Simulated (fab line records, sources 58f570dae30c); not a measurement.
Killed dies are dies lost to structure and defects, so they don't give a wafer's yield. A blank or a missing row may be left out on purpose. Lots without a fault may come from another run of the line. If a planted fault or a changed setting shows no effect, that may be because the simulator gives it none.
Which tool was responsible? -- flow berkeley-cmos170 -- 14 lots, 42 wafers sampled, at 6 steps of a route of 331

== WHAT THE GAUGES READ, wafer by wafer ==
UCB170_M1_CD_MEAS_90 targets a cd of 700 nm. Usual: cd-nm reads 699.9 nm (standard deviation 2.3).
lot,measured,on,cd-nm (nm),flag
L294,day 6 20:47,cd-sem-01,701.8 701.1 701.3,
L293,day 6 21:05,cd-sem-02,699.1 698.1 701.9,
L297,day 7 11:18,cd-sem-02,702.8 705.7 702.0,
L296,day 7 12:04,cd-sem-01,699.1 700.8 702.4,
L295,day 7 12:19,cd-sem-02,696.0 697.5 696.6,
L298,day 8 04:40,cd-sem-02,699.9 699.5 699.7,
L299,day 8 10:27,cd-sem-02,700.4 696.0 701.3,
L300,day 8 10:22,cd-sem-01,701.4 703.9 703.9,
L301,day 8 18:40,cd-sem-02,699.4 699.3 702.8,
L302,day 9 06:35,cd-sem-01,698.5 701.5 699.1,
L305,day 9 22:35,cd-sem-02,700.5 697.6 675.0,OFF
L308,day 10 09:55,cd-sem-01,674.7 698.4 674.8,OFF
L315,day 11 19:17,cd-sem-02,702.1 698.3 698.6,
L314,day 11 16:55,cd-sem-01,699.0 702.8 699.5,

UCB170_V1_CD_MEAS_12 targets a cd of 700 nm. Usual: cd-nm reads 699.6 nm (standard deviation 1.8).
lot,measured,on,cd-nm (nm),flag
L294,day 7 05:05,cd-sem-01,701.0 700.9 700.1,
L293,day 7 05:19,cd-sem-02,700.5 698.3 700.2,
L297,day 7 17:28,cd-sem-02,700.9 702.1 699.6,
L296,day 7 17:41,cd-sem-02,700.8 699.1 699.4,
L295,day 7 17:34,cd-sem-01,702.3 703.3 703.0,
L298,day 8 13:54,cd-sem-01,700.9 700.9 701.1,
L299,day 8 14:08,cd-sem-02,699.1 698.1 699.2,
L300,day 8 14:25,cd-sem-02,699.7 699.4 698.0,
L301,day 9 00:32,cd-sem-02,699.6 699.5 697.3,
L302,day 9 12:48,cd-sem-02,699.9 701.0 700.6,
L305,day 10 04:58,cd-sem-02,700.6 700.5 700.4,
L308,day 10 15:47,cd-sem-02,701.8 700.1 700.9,
L315,day 12 02:41,cd-sem-01,697.3 696.2 698.0,
L314,day 12 02:23,cd-sem-02,700.0 700.0 700.1,

UCB170_V2_CD_MEAS_12 targets a cd of 700 nm. Usual: cd-nm reads 699.6 nm (standard deviation 1.4).
lot,measured,on,cd-nm (nm),flag
L294,day 7 10:38,cd-sem-02,700.6 701.1 701.4,
L293,day 7 11:36,cd-sem-01,698.6 697.6 698.7,
L297,day 8 01:04,cd-sem-01,701.0 699.9 700.4,
L296,day 8 01:53,cd-sem-01,698.6 699.9 699.9,
L295,day 8 01:36,cd-sem-01,697.9 698.5 698.2,
L298,day 8 22:48,cd-sem-01,701.0 701.9 701.6,
L299,day 8 23:02,cd-sem-01,696.9 696.7 696.5,
L300,day 8 23:07,cd-sem-02,700.2 699.8 700.2,
L301,day 9 06:31,cd-sem-02,696.7 697.4 698.0,
L302,day 9 18:32,cd-sem-02,700.9 701.0 701.2,
L305,day 10 11:02,cd-sem-01,699.8 700.0 698.9,
L308,day 10 21:20,cd-sem-02,703.4 701.1 701.6,
L315,day 12 08:08,cd-sem-02,701.6 700.1 701.2,
L314,day 12 07:31,cd-sem-01,699.3 699.6 699.2,

== TOOL THAT RAN EACH LOT (tool first, then ch and the chambers of the sampled wafers, then the start) ==
lot,UCB170_ACTIVE_STRIP_16,UCB170_M1_METAL_ETCH_12,UCB170_M1_STRIP_13
L294,"plasma-asher-02 ch 0,1, day 4 01:21","rie-metal-04 ch 0,1, day 6 20:32","plasma-asher-03 ch 0,1, day 6 20:39"
L293,"plasma-asher-03 ch 0,1, day 4 01:35","rie-metal-03 ch 0, day 6 20:46","plasma-asher-03 ch 0,1, day 6 20:53"
L297,"plasma-asher-04 ch 0,1, day 4 15:01","rie-metal-04 ch 0,1, day 7 11:03","plasma-asher-03 ch 0,1, day 7 11:11"
L296,"plasma-asher-02 ch 0,1, day 4 15:08","rie-metal-02 ch 0,1, day 7 11:50","plasma-asher-03 ch 0,1, day 7 11:58"
L295,"plasma-asher-03 ch 0,1, day 4 15:10","rie-metal-03 ch 0,1, day 7 12:05","plasma-asher-03 ch 0,1, day 7 12:13"
L298,"plasma-asher-03 ch 0,1, day 5 00:49","rie-metal-04 ch 0,1, day 8 04:25","plasma-asher-01 ch 0,1, day 8 04:34"
L299,"plasma-asher-02 ch 1, day 5 13:40","rie-metal-03 ch 0,1, day 8 10:13","plasma-asher-04 ch 0, day 8 10:21"
L300,"plasma-asher-03 ch 0,1, day 5 13:53","rie-metal-02 ch 0,1, day 8 10:08","plasma-asher-01 ch 0,1, day 8 10:16"
L301,"plasma-asher-02 ch 0,1, day 5 18:07","rie-metal-04 ch 0,1, day 8 18:25","plasma-asher-03 ch 0, day 8 18:32"
L302,"plasma-asher-03 ch 0,1, day 6 00:18","rie-metal-03 ch 1, day 9 06:15","plasma-asher-03 ch 0,1, day 9 06:28"
L305,"plasma-asher-04 ch 0,1, day 6 17:44","rie-metal-04 ch 0,1, day 9 22:20","plasma-asher-01 ch 0,1, day 9 22:29"
L308,"plasma-asher-03 ch 0, day 7 05:04","rie-metal-04 ch 0,1, day 10 09:40","plasma-asher-04 ch 0,1, day 10 09:49"
L315,"plasma-asher-02 ch 0,1, day 9 00:32","rie-metal-02 ch 0,1, day 11 19:03","plasma-asher-04 ch 0,1, day 11 19:10"
L314,"plasma-asher-04 ch 0,1, day 9 01:04","rie-metal-02 ch 0,1, day 11 16:40","plasma-asher-03 ch 0,1, day 11 16:47"
- UCB170_ACTIVE_STRIP_16: strips in O2.
- UCB170_M1_METAL_ETCH_12: etches Al in Cl2/BCl3, stops on PSG, target depth 780 nm, time 130 s.
- UCB170_M1_STRIP_13: strips in O2.

== AS READ BY THE TOOLS THEMSELVES (means over the sampled wafers that have a number; for cases with no such wafer, the mark the record gives instead) ==
UCB170_ACTIVE_STRIP_16. Usual: chamber-pressure-mTorr 3500 mTorr, standard deviation 3.1; drypump-motor-current-A 5.9 A, standard deviation 0.42; oes-product-au 0.721 a.u., standard deviation 0.0047; strip-time-to-endpoint-s 18.07 s, standard deviation 0.086.
lot,tool,chamber-pressure-mTorr (mTorr),drypump-motor-current-A (A),oes-product-au (a.u.),strip-time-to-endpoint-s (s),flag
L294,plasma-asher-02,3499,6.0,0.723,18.13,
L293,plasma-asher-03,3497,5.7,0.722,18.06,
L297,plasma-asher-04,3500,5.6,0.723,17.96,
L296,plasma-asher-02,3501,6.0,0.714,18.10,
L295,plasma-asher-03,3502,5.7,0.721,18.08,
L298,plasma-asher-03,3502,5.7,0.724,18.04,
L299,plasma-asher-02,3498,6.5,0.723,18.14,
L300,plasma-asher-03,3500,5.7,0.722,18.02,
L301,plasma-asher-02,3496,6.3,0.726,18.07,
L302,plasma-asher-03,3501,5.6,0.720,18.12,
L305,plasma-asher-04,3500,5.6,0.720,18.26,
L308,plasma-asher-03,3501,6.0,0.725,18.13,
L315,plasma-asher-02,3502,6.3,0.723,18.09,
L314,plasma-asher-04,3498,5.6,0.721,18.02,

UCB170_M1_METAL_ETCH_12. Usual: bcl3-flow-sccm 45.00 sccm, standard deviation 0.14; chamber-pressure-mTorr 12.000 mTorr, standard deviation 0.011; drypump-motor-current-A 5.7 A, standard deviation 0.54; oes-product-au 0.854 a.u., standard deviation 0.016; throttle-valve-pct 24.35 %, standard deviation 0.15.
lot,tool,bcl3-flow-sccm (sccm),chamber-pressure-mTorr (mTorr),drypump-motor-current-A (A),oes-product-au (a.u.),throttle-valve-pct (%),flag
L294,rie-metal-04,45.07,11.989,6.0,0.842,24.32,
L293,rie-metal-03,44.98,12.001,6.3,0.856,24.30,
L297,rie-metal-04,45.18,11.996,5.5,0.832,24.28,
L296,rie-metal-02,44.86,11.998,5.4,0.868,24.27,
L295,rie-metal-03,45.03,12.002,6.2,0.860,24.50,
L298,rie-metal-04,44.90,12.007,6.0,0.834,24.31,
L299,rie-metal-03,45.02,12.004,6.2,0.868,24.49,
L300,rie-metal-02,44.95,11.999,5.5,0.868,24.40,
L301,rie-metal-04,45.00,11.994,5.5,0.843,24.27,
L302,rie-metal-03,45.16,11.992,6.1,0.859,24.59,
L305,rie-metal-04,44.98,11.994,5.9,0.839,24.32,
L308,rie-metal-04,45.22,11.994,5.5,0.843,24.27,
L315,rie-metal-02,45.06,11.996,5.5,0.870,24.40,
L314,rie-metal-02,44.96,12.002,5.5,0.878,24.39,

UCB170_M1_STRIP_13. Usual: chamber-pressure-mTorr 3500.1 mTorr, standard deviation 3; drypump-motor-current-A 5.7 A, standard deviation 0.37; oes-product-au 0.720 a.u., standard deviation 0.0045.
lot,tool,chamber-pressure-mTorr (mTorr),drypump-motor-current-A (A),oes-product-au (a.u.),flag
L294,plasma-asher-03,3501.6,5.7,0.722,
L293,plasma-asher-03,3502.4,5.8,0.722,
L297,plasma-asher-03,3500.8,5.7,0.718,
L296,plasma-asher-03,3498.0,5.7,0.723,
L295,plasma-asher-03,3501.2,5.7,0.721,
L298,plasma-asher-01,3499.6,5.4,0.722,
L299,plasma-asher-04,3498.3,6.3,0.717,
L300,plasma-asher-01,3498.4,5.3,0.720,
L301,plasma-asher-03,3497.5,6.0,0.722,
L302,plasma-asher-03,3497.3,5.7,0.718,
L305,plasma-asher-01,3501.4,5.2,0.635,OFF
L308,plasma-asher-04,3499.9,5.6,0.548,OFF
L315,plasma-asher-04,3501.1,6.0,0.718,
L314,plasma-asher-03,3500.6,5.7,0.717,

== THE ANSWER, worked out from the rows above alone ==
Rule: lot off if the mean of its wafers having a number is beyond 3 standard deviations from the usual mean. Also off: a lot with no number at a reading for which 4 or more lots have one. The other lots that the step has rows for count as sound. Order of review: gauges by route order, followed by the tools' own readings, for which a lot's mean as printed above is used. The first step at which some lot is off is used, and at that step the reading that is off furthest; a lot without a number counts as furthest.
Off: L305, L308, at UCB170_M1_CD_MEAS_90 (cd-nm).
If a tool, at a process step before that reading, ran all the lots that are off and no sound lot after the first of them, it fits. Not tried: the gauges at UCB170_M1_CD_MEAS_90; whatever is off there is also off at UCB170_M1_STRIP_13, on other tools, and gauge error can't account for it. One fits: UCB170_M1_METAL_ETCH_12 on rie-metal-04. A fault onset in the window from L301 (day 8 18:25, its last sound lot) to L305 (day 9 22:20, its first lot off) fits.

== WHAT THE SIMULATOR PUT IN ==
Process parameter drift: rie-metal-04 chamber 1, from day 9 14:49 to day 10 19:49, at UCB170_M1_METAL_ETCH_12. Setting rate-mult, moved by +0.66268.
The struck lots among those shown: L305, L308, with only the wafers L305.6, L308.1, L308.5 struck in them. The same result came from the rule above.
